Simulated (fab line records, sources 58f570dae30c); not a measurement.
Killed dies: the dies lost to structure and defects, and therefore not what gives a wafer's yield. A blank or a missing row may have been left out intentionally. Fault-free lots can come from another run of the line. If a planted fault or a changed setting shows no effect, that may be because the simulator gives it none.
Split-lot study / flow berkeleyCmos170 / 23 wafers read from 5 lots, route of 331 steps

== ON THE SPLIT ==
At UCB170_PWELL_IMPLANT_15, the setting energyKev was moved away from the recipe's 60 on 10 of the 23 wafers read, by -5.7% to +3.2%. The other wafers ran this setting at the recipe's value.

The split's own step is where the reading is taken.

== THE READING ==
In nm, at UCB170_PWELL_IMPLANT_15: implant.drpNm, which is the simulator's own figure and was read by no gauge. No usual value for it is given in the file.

wafer=L074.2; tool, chamber at the split=implanter-04, 0; energyKev as run=61.89; against the recipe=+3.2%; implant.drpNm, nm=65.76; against lot-mates on the recipe=+1.06
wafer=L074.3; tool, chamber at the split=implanter-04, 0; energyKev as run=61.89; against the recipe=+3.2%; implant.drpNm, nm=65.76; against lot-mates on the recipe=+1.06
wafer=L074.6; tool, chamber at the split=implanter-04, 0; energyKev as run=61.89; against the recipe=+3.2%; implant.drpNm, nm=65.76; against lot-mates on the recipe=+1.06
wafer=L074.4; tool, chamber at the split=implanter-04, 0; energyKev as run=60; against the recipe=recipe; implant.drpNm, nm=64.7; against lot-mates on the recipe=-
wafer=L074.5; tool, chamber at the split=implanter-04, 0; energyKev as run=60; against the recipe=recipe; implant.drpNm, nm=64.7; against lot-mates on the recipe=-
wafer=L075.1; tool, chamber at the split=implanter-04, 0; energyKev as run=57.78; against the recipe=-3.7%; implant.drpNm, nm=63.41; against lot-mates on the recipe=-1.29
wafer=L075.2; tool, chamber at the split=implanter-04, 0; energyKev as run=57.78; against the recipe=-3.7%; implant.drpNm, nm=63.41; against lot-mates on the recipe=-1.29
wafer=L075.5; tool, chamber at the split=implanter-04, 0; energyKev as run=57.78; against the recipe=-3.7%; implant.drpNm, nm=63.41; against lot-mates on the recipe=-1.29
wafer=L075.3; tool, chamber at the split=implanter-04, 0; energyKev as run=60; against the recipe=recipe; implant.drpNm, nm=64.7; against lot-mates on the recipe=-
wafer=L075.4; tool, chamber at the split=implanter-04, 0; energyKev as run=60; against the recipe=recipe; implant.drpNm, nm=64.7; against lot-mates on the recipe=-
wafer=L077.2; tool, chamber at the split=implanter-02, 0; energyKev as run=60; against the recipe=recipe; implant.drpNm, nm=64.7; against lot-mates on the recipe=-
wafer=L077.3; tool, chamber at the split=implanter-02, 0; energyKev as run=60; against the recipe=recipe; implant.drpNm, nm=64.7; against lot-mates on the recipe=-
wafer=L077.4; tool, chamber at the split=implanter-02, 0; energyKev as run=60; against the recipe=recipe; implant.drpNm, nm=64.7; against lot-mates on the recipe=-
wafer=L077.5; tool, chamber at the split=implanter-02, 0; energyKev as run=56.6; against the recipe=-5.7%; implant.drpNm, nm=62.71; against lot-mates on the recipe=-1.99
wafer=L077.6; tool, chamber at the split=implanter-02, 0; energyKev as run=56.6; against the recipe=-5.7%; implant.drpNm, nm=62.71; against lot-mates on the recipe=-1.99
wafer=L081.1; tool, chamber at the split=implanter-02, 0; energyKev as run=59; against the recipe=-1.7%; implant.drpNm, nm=64.12; against lot-mates on the recipe=-0.58
wafer=L081.2; tool, chamber at the split=implanter-02, 0; energyKev as run=59; against the recipe=-1.7%; implant.drpNm, nm=64.12; against lot-mates on the recipe=-0.58
wafer=L081.3; tool, chamber at the split=implanter-02, 0; energyKev as run=60; against the recipe=recipe; implant.drpNm, nm=64.7; against lot-mates on the recipe=-
wafer=L081.5; tool, chamber at the split=implanter-02, 0; energyKev as run=60; against the recipe=recipe; implant.drpNm, nm=64.7; against lot-mates on the recipe=-
wafer=L081.6; tool, chamber at the split=implanter-02, 0; energyKev as run=60; against the recipe=recipe; implant.drpNm, nm=64.7; against lot-mates on the recipe=-
wafer=L082.1; tool, chamber at the split=implanter-02, 0; energyKev as run=60; against the recipe=recipe; implant.drpNm, nm=64.7; against lot-mates on the recipe=-
wafer=L082.2; tool, chamber at the split=implanter-02, 0; energyKev as run=60; against the recipe=recipe; implant.drpNm, nm=64.7; against lot-mates on the recipe=-
wafer=L082.5; tool, chamber at the split=implanter-02, 0; energyKev as run=60; against the recipe=recipe; implant.drpNm, nm=64.7; against lot-mates on the recipe=-

FIT RESULTS
A straight line over all 23 wafers: implant.drpNm changes by +0.346 nm for each +1% of energyKev; r = +1.00; the points scatter about the line by 0.012 nm.
The same after taking each lot's own level away (the mean of its wafers on the recipe; 23 wafers): +0.346 nm for each +1%; r = +1.00; scatter 0.012 nm.
The reading moves by 2 nm for the largest change in energyKev, on that fit.
The lots' own levels span 64.700 to 64.700 nm.
Consequently the slope shifts little with the lot-to-lot level, the two slopes agreeing.
Check: -1.96 nm against its lot-mates is what the line predicts for one of the wafers moved furthest among these (-5.7%) when that wafer is left out of the fit. It came out at -1.99 nm against them.

== OTHER SPLITS APPLIED TO THESE WAFERS ==
Note: prior to the reading, these wafers also went through further splits. Each is held against what the fit with the lots' levels taken away leaves over:
other split on the same wafers=UCB170_ZERO_ETCH_06 overEtchFrac; wafers away from the commonest value=8; r with implant.drpNm (lot level and that fit taken away)=-0.33
other split on the same wafers=UCB170_NWELL_IMPLANT_14 doseCm2; wafers away from the commonest value=7; r with implant.drpNm (lot level and that fit taken away)=+0.42
other split on the same wafers=UCB170_PWELL_COAT_08 resistThkNm; wafers away from the commonest value=7; r with implant.drpNm (lot level and that fit taken away)=+0.05

== THE WHOLE CHAIN: every reading that the file lists as answering this split, in the file's order ==
step=UCB170_PWELL_IMPLANT_15; what it does=; reading=implant.rpNm (the simulator's own value, which no gauge read); change (the file's fit)=+1.8 nm for each +1% of the setting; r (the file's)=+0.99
step=UCB170_PWELL_IMPLANT_15; what it does=; reading=implant.drpNm (the simulator's own value, which no gauge read); change (the file's fit)=+0.348 nm for each +1% of the setting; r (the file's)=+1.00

== FILE'S OWN FIT ==
implant.drpNm changes by +0.348 nm for each +1% of energyKev, r = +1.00.
